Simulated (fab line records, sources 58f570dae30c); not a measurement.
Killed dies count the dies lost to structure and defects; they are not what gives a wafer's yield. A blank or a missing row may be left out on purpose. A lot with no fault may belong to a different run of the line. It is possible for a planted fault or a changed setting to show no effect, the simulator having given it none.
Chamber matching	flow berkeley-cmos170	rie-si-01 running UCB170_GATE_ETCH_15: 4 sister chambers
The step etches poly-Si in HBr/Cl2, stops on SiO2, time 56.3 s, target depth 278.2 nm. 18 wafers are shown with their chamber, then 9 later ones without.

== EACH WAFER AND ITS CHAMBER ==
wafer	chamber	drypump-motor-current-A (A)	throttle-valve-pct (%)	run-length-s (s)
L962.1	0	5.4	26.19	83.6
L962.4	2	6.1	26.69	85.0
L962.5	1	5.7	26.09	84.3
L964.1	0	5.3	26.19	83.8
L964.3	1	5.7	26.08	84.5
L964.4	3	5.2	26.37	84.5
L972.3	0	5.4	26.18	83.6
L972.4	1	5.8	26.09	84.5
L972.6	0	5.4	26.19	83.8
L975.1	1	5.7	26.08	84.4
L975.4	2	6.0	26.66	85.1
L975.6	1	5.7	26.08	84.4
L977.2	1	5.8	26.09	85.1
L977.4	2	6.1	26.67	85.3
L977.5	0	5.4	26.19	83.6
L980.2	0	5.3	26.18	83.8
L980.3	2	6.0	26.67	85.9
L980.6	3	5.2	26.61	84.5

SIGNATURES (averages over the wafers above)
reading	chamber 0	chamber 1	chamber 2	chamber 3	scatter within a chamber
drypump-motor-current-A	5.367	5.733	6.050	5.200	0.0512
throttle-valve-pct	26.1867	26.0850	26.6725	26.4900	0.0459
run-length-s	83.700	84.533	85.325	84.500	0.262
Rule: a wafer lies at a distance from a chamber equal to the root of the sum of squares, over the readings, of (its reading less the chamber's mean, divided by the reading's scatter). The wafer belongs to the nearest chamber; if the next one is less than 2 further off, it can't be placed. The scatter: take each reading less its chamber's mean, square it, sum over the shown wafers, divide by the number of wafers less the number of chambers, and take the root.

== WAFERS WITH NO CHAMBER GIVEN ==
wafer	drypump-motor-current-A (A)	throttle-valve-pct (%)	run-length-s (s)
L979.3	5.4	26.18	83.7
L979.4	5.2	26.61	84.5
L979.6	5.8	26.10	84.6
L981.2	6.1	26.66	85.7
L981.3	5.2	26.62	84.7
L981.4	5.7	26.10	84.5
L985.1	5.2	26.61	84.3
L985.2	6.1	26.67	85.3
L985.3	5.7	26.09	84.7

== EACH ONE'S CHAMBER ==
wafer	from the rows above	in truth
L979.3	0	0
L979.4	3	3
L979.6	1	1
L981.2	2	2
L981.3	3	3
L981.4	1	1
L985.1	3	3
L985.2	2	2
L985.3	1	1
9 of 9 placed correctly. From these rows, 0 cannot be placed. Number placed wrongly: 0.
